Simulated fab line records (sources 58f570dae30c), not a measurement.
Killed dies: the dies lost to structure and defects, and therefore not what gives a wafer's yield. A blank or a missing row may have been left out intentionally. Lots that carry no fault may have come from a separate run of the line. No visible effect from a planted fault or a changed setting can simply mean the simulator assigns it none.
Split-lot experiment -- flow berkeleyCmos170 -- 16 wafers read from 5 lots, route of 331 steps

== THE SPLIT ITSELF ==
At UCB170_M3_COAT_10 (resist thk 900 nm), the setting spinRpm was moved away from the recipe's 1500 rpm on 6 of the 16 wafers read, by -7.1% to +3.2%. The other wafers ran this setting at the recipe's value.

The reading comes from the split's own step.

== THE READING ==
KrF_of_M3_COAT_10.thkNm (the simulator's own value, which no gauge read), in nm, at UCB170_M3_COAT_10 (resist thk 900 nm). No usual value for it is given in the file. Average 897.7 nm, standard deviation 2.9 nm, over the 10 wafers here run with the recipe.

wafer,"tool, chamber at the split","spinRpm as run, rpm",against the recipe,"KrF_of_M3_COAT_10.thkNm, nm",against lot-mates on the recipe
L074.3,"lithoTrack-03, 0",1500,recipe,894.7,-
L074.5,"lithoTrack-03, 0",1500,recipe,898.5,-
L076.1,"lithoTrack-04, 0",1500,recipe,897.1,-
L076.2,"lithoTrack-04, 0",1500,recipe,893.2,-
L076.3,"lithoTrack-04, 0",1500,recipe,896.8,-
L080.1,"lithoTrack-02, 0",1500,recipe,895.7,-
L080.2,"lithoTrack-02, 0",1500,recipe,897.6,-
L080.3,"lithoTrack-02, 0",1394,-7.1%,932.5,+35.0
L080.4,"lithoTrack-02, 0",1394,-7.1%,930.4,+32.9
L080.6,"lithoTrack-02, 0",1500,recipe,899.1,-
L084.1,"lithoTrack-03, 0",1548,+3.2%,888.2,-15.3
L084.3,"lithoTrack-03, 0",1548,+3.2%,887.9,-15.6
L084.5,"lithoTrack-03, 0",1500,recipe,903.5,-
L082.3,"lithoTrack-02, 0",1406,-6.3%,933.1,+31.9
L082.4,"lithoTrack-02, 0",1500,recipe,901.2,-
L082.6,"lithoTrack-02, 0",1406,-6.3%,931.3,+30.1

THE FIT
A straight line over all 16 wafers: KrF_of_M3_COAT_10.thkNm changes by -4.75 nm for each +1% of spinRpm; r = -0.98; the points scatter about the line by 3.4 nm.
The same after taking each lot's own level away (the mean of its wafers on the recipe; 16 wafers): -4.86 nm for each +1%; r = -1.00; scatter 1.4 nm.
The reading moves by 34 nm for the largest change in spinRpm, on that fit.
The lots' own levels span 895.70 to 903.50 nm, that is 2.7 times the standard deviation above.
Consequently the slope shifts little with the lot-to-lot level, the two slopes agreeing.
Check: for one of the wafers moved furthest among these (-7.1%), held out of the fit, the line's prediction against its lot-mates is +34.2 nm. It came out at +35 nm against them.

== THE OTHER SPLITS THESE WAFERS WENT THROUGH ==
Before the reading, these wafers also passed through other splits. Each is held against what the fit with the lots' levels taken away leaves over:
other split on the same wafers,wafers away from the commonest value,r with KrF_of_M3_COAT_10.thkNm (lot level and that fit taken away)
UCB170_BACKSIDE_COAT_01 spinRpm,3,+0.18
UCB170_CONTACT_CVD_01 tempC,11,-0.10
UCB170_CONTACT_COAT_04 resistThkNm,8,-0.16
UCB170_M2_SPUTTER_01 timeS,3,-0.04
UCB170_M3_SPUTTER_01 timeS,2,-0.25

== THE FILE'S OWN FIT ==
KrF_of_M3_COAT_10.thkNm changes by -4.85 nm for each +1% of spinRpm, r = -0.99.
